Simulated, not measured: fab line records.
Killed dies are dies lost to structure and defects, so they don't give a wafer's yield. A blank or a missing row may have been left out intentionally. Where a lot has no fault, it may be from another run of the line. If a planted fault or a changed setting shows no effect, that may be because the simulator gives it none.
A struck lot beside a sound one / flow ritCmos / 16 out of 202 route steps
Sound: these wafers, L984.2, L984.3, L984.5. Struck: wafers L992.2, L992.5, L992.6. The cause is given at the end.
Each step with rows lists, per side, the tool, then ch with its chambers, then its first start. Under that, the readings that differ: sound wafers / struck wafers / difference of the means / sigmas: that difference in standard deviations of wafers without a fault.
alike: readings with means less than 2 such deviations apart, plus words and numbers identical on both sides. not compared: withheld readings, readings lacking a value on some wafer, bounds such as >300 that could conceal the same value, and numbers that have no deviation in the record and whose values overlap.
A row with sigmas, a row that says differs or no value, or rows on one side alone: a step with any of these is where the two part. Numbers that have no deviation but don't overlap get no sigmas and don't part them. Lack of a reading on every wafer of one side parts them only where that side has two or more wafers.

first, 2 steps without rows for these wafers: RIT_NRETRO_HARDBAKE_07 (time 120 s); RIT_NRETRO_IMPLANT_08.
RIT_NRETRO_STRIP_09: strips in O2, time 180 s.
  sound on plasmaAsher-03 ch 0,1, day 4 06:55; struck on plasmaAsher-04 ch 0,1, day 5 20:55
  alike: drypumpMotorCurrentA, rfReflPowerW
  not compared: rfHoursCounterH
RIT_NRETRO_TW_MEAS_10:
  struck on filmMetro-02, day 5 21:06; sound on filmMetro-03, day 4 07:06
  alike: NRETRO_TW
then, 6 steps without rows for these wafers: RIT_PRETRO_HMDS_00 (prime time 60 s); RIT_PRETRO_COAT_01 (resist thk 1300 nm); RIT_PRETRO_SOFTBAKE_02 (time 60 s); RIT_PRETRO_EXPOSE_03 (exposes mask M5, target cd 43700 nm); RIT_PRETRO_PEB_04; RIT_PRETRO_DEVELOP_05 (develop time 68 s).
RIT_PRETRO_OVL_MEAS_06:
  struck on overlay-02, day 5 22:02; sound on overlay-01, day 4 08:10
reading=PRETRO_OVL (nm); sound=1.5 3.3 2.1; struck=-1.1 -1.4 -1.3; difference=-3.6; sigmas=-3
then, 1 step without rows for these wafers: RIT_PRETRO_HARDBAKE_07 (time 120 s).
RIT_PRETRO_IMPLANT_08:
  sound on implanter-02 ch 0, day 4 08:28; struck on implanter-01 ch 0, day 5 22:20
reading=doseIonsCm2; sound=1.202e+13 1.1998e+13 1.2002e+13; struck=1.207e+12 1.172e+12 1.205e+12; difference=-1.081e+13; sigmas=-99 or more
reading=faradayCurrentUA; sound=37.3 38.2 37.8; struck=3.8 3.7 3.9; difference=-34.0; sigmas=-47
RIT_PRETRO_STRIP_09: strips in O2, time 180 s.
  sound on plasmaAsher-02 ch 0,1, day 4 08:35; struck on plasmaAsher-02 ch 0,1, day 5 22:28
  alike: drypumpMotorCurrentA, rfReflPowerW
  not compared: rfHoursCounterH
RIT_PRETRO_TW_MEAS_10:
  struck on filmMetro-01, day 5 22:53; sound on filmMetro-01, day 4 08:47
reading=PRETRO_TW; sound=478 478 479; struck=235 241 238; difference=-240; sigmas=-46
  not compared: hold
RIT_M1_PROBE_99:
  the record has rows for the sound wafers here (prober-02, day 5 11:26) and none for the struck ones

## WHERE THEY PART
Last at RIT_M1_PROBE_99 as far as this record goes, first at RIT_PRETRO_OVL_MEAS_06.

WHY: whatever the simulator had introduced
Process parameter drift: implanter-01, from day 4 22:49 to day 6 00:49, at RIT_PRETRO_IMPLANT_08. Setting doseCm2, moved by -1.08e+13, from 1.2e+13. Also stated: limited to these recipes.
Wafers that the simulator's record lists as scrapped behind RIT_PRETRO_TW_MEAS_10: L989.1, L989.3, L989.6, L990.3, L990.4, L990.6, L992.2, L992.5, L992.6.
